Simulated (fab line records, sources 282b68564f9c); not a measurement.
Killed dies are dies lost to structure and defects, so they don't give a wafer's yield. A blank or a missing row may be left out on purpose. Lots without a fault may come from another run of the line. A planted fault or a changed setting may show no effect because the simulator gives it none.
A struck lot beside a sound one | flow rit_cmos | 43 steps out of a route of 202
Sound: wafers L728.1, L728.4, L728.5. Struck: wafers L734.2, L734.3, L734.4. The cause comes at the end.
At each step with rows: each side's tool, then ch and its chambers, then its first start. Under that, the readings that differ: sound wafers | struck wafers | difference of the means | sigmas: that difference in standard deviations of wafers without a fault.
alike: readings whose means differ by less than 2 such deviations, and words and numbers that are the same on both sides. not compared: withheld readings, readings that some wafer has no value for, bounds like >300 that may hide the same value, and numbers for which the record gives no deviation and whose values overlap.
The two part at a step that has a row with sigmas, a row that says differs or no value, or rows on one side only. Numbers that don't overlap but have no deviation are shown without sigmas and don't part them. A reading that every wafer of one side lacks parts them only if that side has two wafers or more.

RIT_NLDD_TW_MEAS_10:
  sound on film_metro-02, day 3 10:05; struck on film_metro-04, day 4 17:08
  alike: NLDD_TW
then, 6 steps without rows for these wafers: RIT_PLDD_HMDS_00 (prime time 60 s); RIT_PLDD_COAT_01 (resist thk 1000 nm); RIT_PLDD_SOFTBAKE_02 (time 60 s); RIT_PLDD_EXPOSE_03 (exposes mask M8, target cd 40900 nm); RIT_PLDD_PEB_04; RIT_PLDD_DEVELOP_05 (develop time 50 s).
RIT_PLDD_OVL_MEAS_06:
  sound on overlay-02, day 3 11:08; struck on overlay-02, day 4 18:02
  alike: PLDD_OVL
then, 2 steps without rows for these wafers: RIT_PLDD_HARDBAKE_07 (time 60 s); RIT_PLDD_IMPLANT_08.
RIT_PLDD_STRIP_09: strips in O2, time 180 s.
  sound on plasma_asher-03 ch 1, day 3 11:28; struck on plasma_asher-03 ch 0,1, day 4 18:22
  alike: drypump_motor_current_A
  not compared: rf_hours_counter_h
RIT_PLDD_TW_MEAS_10:
  sound on film_metro-01, day 3 11:38; struck on film_metro-01, day 4 18:33
  alike: PLDD_TW
RIT_SPACER_CLEAN_00: cleans in SC1, time 600 s.
  sound on wet_bench-04 ch 1, day 3 11:42; struck on wet_bench-04 ch 1, day 4 18:36
then, 3 steps without rows for these wafers: RIT_SPACER_CLEAN_01 (cleans in dHF, time 30 s); RIT_SPACER_CLEAN_02 (cleans in SC2, time 600 s); RIT_SPACER_CVD_03 (deposits Si3N4 from SiH2Cl2/NH3, target thk 250 nm, time 3347 s).
RIT_SPACER_THK_MEAS_04:
  sound on film_metro-01, day 3 13:59; struck on film_metro-02, day 4 21:52
  alike: SPACER_NITRIDE_THK
RIT_SPACER_ETCHBACK_05: etches Si3N4 in SF6/CHF3, stops on SiO2, target depth 250 nm, time 240 s.
  sound on rie_diel-01 ch 2,3, day 3 14:02; struck on rie_diel-01 ch 0,1,3, day 4 21:55
  reading                     | sound       | struck      | difference | sigmas
  drypump_motor_current_A (A) | 6.7 5.8 6.7 | 5.8 5.4 5.5 | -0.8       | -2
  alike: oes_product_au, throttle_valve_pct
  not compared: rf_hours_counter_h
then, 6 steps without rows for these wafers: RIT_NSD_HMDS_00 (prime time 60 s); RIT_NSD_COAT_01 (resist thk 1000 nm); RIT_NSD_SOFTBAKE_02 (time 60 s); RIT_NSD_EXPOSE_03 (exposes mask M9, target cd 40700 nm); RIT_NSD_PEB_04; RIT_NSD_DEVELOP_05 (develop time 50 s).
RIT_NSD_OVL_MEAS_06:
  sound on overlay-02, day 3 15:11; struck on overlay-02, day 4 23:01
  alike: NSD_OVL
then, 2 steps without rows for these wafers: RIT_NSD_HARDBAKE_07 (time 60 s); RIT_NSD_IMPLANT_08.
RIT_NSD_STRIP_09: strips in O2, time 180 s.
  sound on plasma_asher-04 ch 0,1, day 3 15:31; struck on plasma_asher-03 ch 0,1, day 4 23:21
  alike: drypump_motor_current_A
  not compared: rf_hours_counter_h
RIT_NSD_TW_MEAS_10:
  sound on film_metro-04, day 3 15:42; struck on film_metro-01, day 4 23:32
  alike: NSD_TW
then, 6 steps without rows for these wafers: RIT_PSD_HMDS_00 (prime time 60 s); RIT_PSD_COAT_01 (resist thk 1000 nm); RIT_PSD_SOFTBAKE_02 (time 60 s); RIT_PSD_EXPOSE_03 (exposes mask M10, target cd 40900 nm); RIT_PSD_PEB_04; RIT_PSD_DEVELOP_05 (develop time 50 s).
RIT_PSD_OVL_MEAS_06:
  sound on overlay-02, day 3 16:37; struck on overlay-02, day 5 00:26
  alike: PSD_OVL
then, 2 steps without rows for these wafers: RIT_PSD_HARDBAKE_07 (time 60 s); RIT_PSD_IMPLANT_08.
RIT_PSD_STRIP_09: strips in O2, time 180 s.
  sound on plasma_asher-03 ch 0, day 3 16:57; struck on plasma_asher-03 ch 0,1, day 5 00:46
  alike: drypump_motor_current_A
  not compared: rf_hours_counter_h
RIT_PSD_TW_MEAS_10:
  sound on film_metro-01, day 3 17:07; struck on film_metro-01, day 5 00:57
  alike: PSD_TW
then, 2 steps without rows for these wafers: RIT_SDANNEAL_CLEAN_00 (cleans in SC1, time 600 s); RIT_SDANNEAL_CLEAN_01 (cleans in dHF, time 30 s).
RIT_M1_PROBE_99:
  sound on prober-02, day 4 01:00; struck on prober-02, day 5 08:58
  reading             | sound  | struck   | difference | sigmas
  killed_at_front_end | 5 6 12 | 22 25 26 | +17        | +6
  killed_dies         | 5 6 12 | 22 25 26 | +17        | +6
  killed_on_rim       | 1 1 2  | 10 11 12 | +10        | +7
  alike: killed_open, killed_short

WHERE THEY PART
First at RIT_SPACER_ETCHBACK_05; last, within this record, at RIT_M1_PROBE_99.

WHY: what the simulator had put in
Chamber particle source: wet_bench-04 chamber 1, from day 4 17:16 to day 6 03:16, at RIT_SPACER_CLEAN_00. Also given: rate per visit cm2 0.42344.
